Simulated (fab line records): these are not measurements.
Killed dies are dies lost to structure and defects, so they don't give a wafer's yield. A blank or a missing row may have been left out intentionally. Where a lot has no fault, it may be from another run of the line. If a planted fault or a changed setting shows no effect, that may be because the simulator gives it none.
Comparing a struck lot with a sound one :: flow rit-cmos :: 15 steps out of a route of 202
Sound: the wafers L281.2, L281.3, L281.5. Struck: wafer L285.1. (L285.2, L285.6 of the same lot were not struck and are left out.) The cause comes at the end.
At each step with rows: each side's tool, then ch and its chambers, then its first start. Under that, the readings that differ: sound wafers :: struck wafers :: difference of the means :: sigmas: that difference in standard deviations of wafers without a fault.
alike: readings with means less than 2 such deviations apart, plus words and numbers identical on both sides. not compared: withheld readings, readings lacking a value on some wafer, bounds such as >300 that could conceal the same value, and numbers that have no deviation in the record and whose values overlap.
The two part at a step that has a row with sigmas, a row that says differs or no value, or rows on one side only. Numbers that have no deviation but don't overlap get no sigmas and don't part them. A reading missing from all wafers of one side parts the sides only when that side holds two or more wafers.

RIT_M1_SPUTTER_00: material Al, target thk 400 nm, time 500 s.
  sound on pvd-sputter-02, day 4 12:32; struck on pvd-sputter-01, day 5 06:17
  alike: throttle-valve-pct
RIT_M1_RS_MEAS_01: uses a four-point probe to measure.
  sound on film-metro-01, day 4 12:51; struck on film-metro-01, day 5 06:35
  alike: M1_AL_RS
RIT_M1_THK_MEAS_02: measures by xrf.
  sound on film-metro-01, day 4 12:58; struck on film-metro-01, day 5 06:43
  alike: M1_AL_THK
then, 6 steps without rows for these wafers: RIT_M1_HMDS_03 (prime time 60 s); RIT_M1_COAT_04 (resist thk 1300 nm); RIT_M1_SOFTBAKE_05 (time 60 s); RIT_M1_EXPOSE_06 (exposes mask M12, target cd 2600 nm); RIT_M1_PEB_07; RIT_M1_DEVELOP_08 (develop time 68 s).
RIT_M1_CD_MEAS_09: target cd 2600 nm.
  sound on cd-sem-01, day 4 14:07; struck on cd-sem-02, day 5 07:49
reading: cd-nm (nm)
sound: 2601.9 2599.7 2600.2
struck: 2603.9
difference: +3.3
sigmas: +2
RIT_M1_OVL_MEAS_10:
  sound on overlay-02, day 4 14:13; struck on overlay-02, day 5 07:56
reading: M1_OVL (nm)
sound: -0.7 -2.5 -2.6
struck: 0.7
difference: +2.6
sigmas: +2
then, 1 step without rows for these wafers: RIT_M1_HARDBAKE_11 (time 120 s).
RIT_M1_METAL_ETCH_12: etches Al in Cl2/BCl3, stops on SiO2, time 165 s, target depth 600 nm.
  sound on rie-metal-01 ch 1, day 4 14:30; struck on rie-metal-01 ch 1, day 5 08:13
reading: oes-product-au (a.u.)
sound: 0.779 0.784 0.794
struck: 0.848
difference: +0.062
sigmas: +4

reading: over-etch-frac
sound: 0.5 0.5 0.5
struck: 0.31977
difference: -0.18023
sigmas: 

reading: model.NOVOLAK_of_M1_COAT_04.thk-nm (nm)
sound: 797.9 793.9 797.3
struck: 841.5
difference: +45.1
sigmas: 
  alike: drypump-motor-current-A, he-backside-leak-sccm, throttle-valve-pct
  not compared: rf-hours-counter-h
then, 1 step without rows for these wafers: RIT_M1_STRIP_13 (strips in nmp, time 600 s).
RIT_M1_PROBE_99:
  sound on prober-01, day 4 16:49; struck on prober-02, day 5 10:29
  alike: defect-limited-yield, killed-at-contacts, killed-at-front-end, killed-dies, killed-open, killed-short, sort_bin_3_pad_short, sort_bin_5_function, sort_bin_6_memory, sort-n-pass, sort-yield-pct

== WHERE THEY PART ==
Last at RIT_M1_METAL_ETCH_12 as far as this record goes, first at RIT_M1_CD_MEAS_09. Later steps at which nothing parts them and some readings are alike: RIT_M1_PROBE_99.

WHY: whatever the simulator had introduced
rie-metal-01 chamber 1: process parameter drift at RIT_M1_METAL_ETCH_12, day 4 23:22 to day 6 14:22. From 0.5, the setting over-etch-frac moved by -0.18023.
